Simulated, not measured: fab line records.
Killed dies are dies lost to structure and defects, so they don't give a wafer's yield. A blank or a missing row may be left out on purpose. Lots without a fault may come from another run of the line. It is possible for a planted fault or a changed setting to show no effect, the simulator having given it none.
Comparing a struck lot with a sound one    flow rit-cmos    15 steps out of a route of 202
Sound: the wafers L371.1, L371.3, L371.5. Struck: wafers L386.2, L386.4, L386.6. Last of all comes the cause.
Per side, at each step with rows, come the tool, then ch with its chambers, and then its first start. Under that, the readings that differ: sound wafers    struck wafers    difference of the means    sigmas: that difference in standard deviations of wafers without a fault.
alike: readings with means less than 2 such deviations apart, plus words and numbers identical on both sides. not compared: withheld readings, readings lacking a value on some wafer, bounds such as >300 that could conceal the same value, and numbers that have no deviation in the record and whose values overlap.
Wherever a step has rows on one side only, a row that says differs or no value, or a row with sigmas, the two part there. Numbers that have no deviation but don't overlap get no sigmas and don't part them. A reading that every wafer of one side lacks parts them only if that side has two wafers or more.

RIT_FOX2_THK_MEAS_01:
  sound on film-metro-02 at day 1 19:25; struck on film-metro-03 at day 5 02:23
  alike: FOX2_OXIDE_THK
then, 2 steps without rows for these wafers: RIT_FOX2_CLEAN_02 (cleans in dHF, time 180 s); RIT_FOX2_WET_ETCH_03 (etches Si3N4 in H3PO4, target depth 195 nm, time 2700 s).
RIT_FOX2_THK_MEAS_90:
  sound on film-metro-02 at day 1 20:17; struck on film-metro-04 at day 5 03:19
  alike: FIELD_OXIDE_LEFT_1_THK
then, 6 steps without rows for these wafers: RIT_NWELL_HMDS_00 (prime time 60 s); RIT_NWELL_COAT_01 (resist thk 1300 nm); RIT_NWELL_SOFTBAKE_02 (time 60 s); RIT_NWELL_EXPOSE_03 (exposes mask M2, target cd 43900 nm); RIT_NWELL_PEB_04; RIT_NWELL_DEVELOP_05 (develop time 68 s).
RIT_NWELL_OVL_MEAS_06:
  sound on overlay-01 at day 1 21:14; struck on overlay-02 at day 5 04:27
  alike: NWELL_OVL
then, 1 step without rows for these wafers: RIT_NWELL_HARDBAKE_07 (time 120 s).
RIT_NWELL_IMPLANT_08:
  sound on implanter-03 ch 0, day 1 21:31; struck on implanter-01 ch 0, day 5 04:46
reading                    sound                 struck                difference  sigmas
beam-energy-keV            170.02 170.06 169.99  151.14 151.12 151.14  -18.89      -99 or more
model.implant.rp-nm (nm)   213.2 213.2 213.2     190.4 190.4 190.4     -22.8       
model.implant.drp-nm (nm)  68.82 68.82 68.82     63.1 63.1 63.1        -5.7        
  alike: dose-ions-cm2
RIT_NWELL_STRIP_09: strips in O2, time 180 s.
  sound on plasma-asher-04 ch 0,1, day 1 21:40; struck on plasma-asher-03 ch 0,1, day 5 04:53
  alike: drypump-motor-current-A
  not compared: rf-hours-counter-h
RIT_M1_PROBE_99:
  sound on prober-02 at day 3 19:25; struck on prober-02 at day 6 20:07
reading                                sound                    struck                  difference  sigmas
killed-at-front-end                    13 12 11                 3 4 1                   -9          -3
killed-dies                            13 12 11                 3 4 1                   -9          -3
killed-open                            8 4 7                    1 2 1                   -5          -2
killed-short                           5 8 4                    2 2 0                   -4          -2
model.etest.field-p-metal.vt-v (V)     -29.31 -29.55 -29.64     -26.27 -26.6 -27.22     +2.80       
model.etest.field-p.vt-v (V)           -12.72 -12.75 -12.63     -11.7 -11.52 -11.68     +1.1        
model.etest.iso-nwell-nwell.bv-v (V)   22.16 22.16 21.83        22.5 22.25 22.51        +0.4        
model.etest.pmos-narrow.vt-less-v (V)  0.01706 0.02157 0.01877  0.02566 0.02884 0.0266  +0.00790    
  alike: killed-at-contacts

WHERE THEY PART
First at RIT_NWELL_IMPLANT_08; last, within this record, at RIT_M1_PROBE_99.

WHY: whatever the simulator had introduced
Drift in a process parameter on implanter-01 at RIT_NWELL_IMPLANT_08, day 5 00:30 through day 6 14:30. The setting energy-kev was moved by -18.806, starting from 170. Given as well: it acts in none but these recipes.
